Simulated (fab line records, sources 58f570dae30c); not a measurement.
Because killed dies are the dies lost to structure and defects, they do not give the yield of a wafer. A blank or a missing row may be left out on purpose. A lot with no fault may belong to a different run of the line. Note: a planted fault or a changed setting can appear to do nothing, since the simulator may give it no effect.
Chamber matching + flow berkeley-cmos170 + UCB170_GATE_ETCH_14 on rie-diel-02 has 3 sister chambers
The step etches BARC in N2/H2. 14 wafers are shown with their chamber, then 6 later ones without.

## WAFERS WITH THEIR CHAMBER
| wafer  | chamber | throttle-valve-pct (%) | oes-product-au (a.u.) | chamber-pressure-mTorr (mTorr) |
|--------|---------|------------------------|-----------------------|--------------------------------|
| L775.1 | 1       | 12.95                  | 1.029                 | 30.002                         |
| L775.2 | 0       | 13.19                  | 1.014                 | 29.972                         |
| L775.4 | 2       | 13.72                  | 1.006                 | 29.991                         |
| L779.1 | 0       | 13.17                  | 1.015                 | 30.016                         |
| L779.3 | 2       | 13.72                  | 0.996                 | 30.051                         |
| L779.5 | 0       | 13.19                  | 1.014                 | 29.992                         |
| L778.1 | 1       | 12.97                  | 1.025                 | 29.998                         |
| L778.2 | 0       | 13.16                  | 1.011                 | 30.011                         |
| L778.4 | 1       | 12.97                  | 1.031                 | 30.001                         |
| L783.1 | 2       | 13.75                  | 0.984                 | 30.013                         |
| L783.2 | 1       | 12.96                  | 1.030                 | 30.004                         |
| L783.4 | 0       | 13.19                  | 1.017                 | 29.971                         |
| L789.1 | 1       | 12.95                  | 1.019                 | 30.014                         |
| L789.2 | 0       | 13.18                  | 1.013                 | 29.962                         |

SIGNATURES, as means of the wafers listed above
| reading                | chamber 0 | chamber 1 | chamber 2 | scatter within a chamber |
|------------------------|-----------|-----------|-----------|--------------------------|
| throttle-valve-pct     | 13.1800   | 12.9600   | 13.7300   | 0.0128                   |
| oes-product-au         | 1.01400   | 1.02680   | 0.99533   | 0.00572                  |
| chamber-pressure-mTorr | 29.98733  | 30.00380  | 30.01833  | 0.0203                   |
Rule: a wafer lies at a distance from a chamber equal to the root of the sum of squares, over the readings, of (its reading less the chamber's mean, divided by the reading's scatter). The wafer belongs to the nearest chamber; if the next one is less than 2 further off, it can't be placed. How the scatter is found: for the shown wafers, subtract from each reading the mean of its chamber, square and add these, divide the total by (wafers less chambers), then take the root.

## WAFERS MISSING THEIR CHAMBER
| wafer  | throttle-valve-pct (%) | oes-product-au (a.u.) | chamber-pressure-mTorr (mTorr) |
|--------|------------------------|-----------------------|--------------------------------|
| L789.6 | 12.95                  | 1.030                 | 29.967                         |
| L792.3 | 12.96                  | 1.023                 | 30.012                         |
| L792.6 | 13.74                  | 0.985                 | 29.999                         |
| L795.3 | 13.75                  | 0.991                 | 30.017                         |
| L795.4 | 12.96                  | 1.036                 | 29.994                         |
| L795.5 | 13.74                  | 0.995                 | 29.981                         |

## WHICH CHAMBER EACH WENT THROUGH
| wafer  | from the rows above | in truth |
|--------|---------------------|----------|
| L789.6 | 1                   | 1        |
| L792.3 | 1                   | 1        |
| L792.6 | 2                   | 2        |
| L795.3 | 2                   | 2        |
| L795.4 | 1                   | 1        |
| L795.5 | 2                   | 2        |
Correct placement for 6 of the 6. Number that these rows cannot place: 0. Number placed wrongly: 0.
